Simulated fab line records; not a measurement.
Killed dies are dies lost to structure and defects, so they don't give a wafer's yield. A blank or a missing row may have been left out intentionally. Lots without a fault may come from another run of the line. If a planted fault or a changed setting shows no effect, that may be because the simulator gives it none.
Chamber matching :: flow berkeley cmos170 :: cmp-02 running UCB170_V1_CMP_02: 4 sister chambers
The step polishes SiO2. 8 wafers are shown with their chamber, then 8 later ones without.

## EACH WAFER AND ITS CHAMBER
wafer: L833.1
chamber: 0
motor current A (A): 13.5
retaining ring pressure frac: 1.002

wafer: L833.2
chamber: 1
motor current A (A): 16.4
retaining ring pressure frac: 1.002

wafer: L837.1
chamber: 1
motor current A (A): 16.9
retaining ring pressure frac: 0.997

wafer: L837.5
chamber: 2
motor current A (A): 15.5
retaining ring pressure frac: 0.999

wafer: L841.2
chamber: 0
motor current A (A): 13.8
retaining ring pressure frac: 0.994

wafer: L841.3
chamber: 2
motor current A (A): 14.9
retaining ring pressure frac: 0.998

wafer: L841.6
chamber: 3
motor current A (A): 17.1
retaining ring pressure frac: 0.998

wafer: L850.1
chamber: 3
motor current A (A): 16.1
retaining ring pressure frac: 1.007

## WAFERS WHOSE CHAMBER IS MISSING
wafer: L850.2
motor current A (A): 16.9
retaining ring pressure frac: 1.005

wafer: L850.4
motor current A (A): 14.0
retaining ring pressure frac: 1.001

wafer: L848.3
motor current A (A): 14.1
retaining ring pressure frac: 1.001

wafer: L848.5
motor current A (A): 15.5
retaining ring pressure frac: 0.994

wafer: L848.6
motor current A (A): 14.2
retaining ring pressure frac: 0.998

wafer: L846.1
motor current A (A): 15.7
retaining ring pressure frac: 1.000

wafer: L846.3
motor current A (A): 14.5
retaining ring pressure frac: 1.002

wafer: L846.4
motor current A (A): 16.4
retaining ring pressure frac: 0.999

## WHICH CHAMBER EACH WENT THROUGH
wafer: L850.2
from the rows above: can't be placed: 3 or 1
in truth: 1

wafer: L850.4
from the rows above: can't be placed: 0 or 2
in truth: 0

wafer: L848.3
from the rows above: can't be placed: 0 or 2
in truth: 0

wafer: L848.5
from the rows above: can't be placed: 2 or 1 or 3
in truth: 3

wafer: L848.6
from the rows above: can't be placed: 0 or 2
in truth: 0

wafer: L846.1
from the rows above: can't be placed: 2 or 3 or 1
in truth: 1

wafer: L846.3
from the rows above: can't be placed: 2 or 0
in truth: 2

wafer: L846.4
from the rows above: can't be placed: 1 or 3
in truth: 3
Correct placement for 0 of the 8. From these rows, 8 cannot be placed; in 8 the true chamber is one of the candidates. Number placed wrongly: 0.
How it was worked out, from the rows above alone: a wafer's distance from a chamber is the root of the sum, over the readings, of the square of ((its reading less the chamber's mean) divided by the reading's scatter). If the next closest chamber is less than 2 further off than the closest, the wafer can't be placed; otherwise it belongs to the closest. The mean given for a chamber averages the wafers shown for that chamber. How the scatter is found: for the shown wafers, subtract from each reading the mean of its chamber, square and add these, divide the total by (wafers less chambers), then take the root.
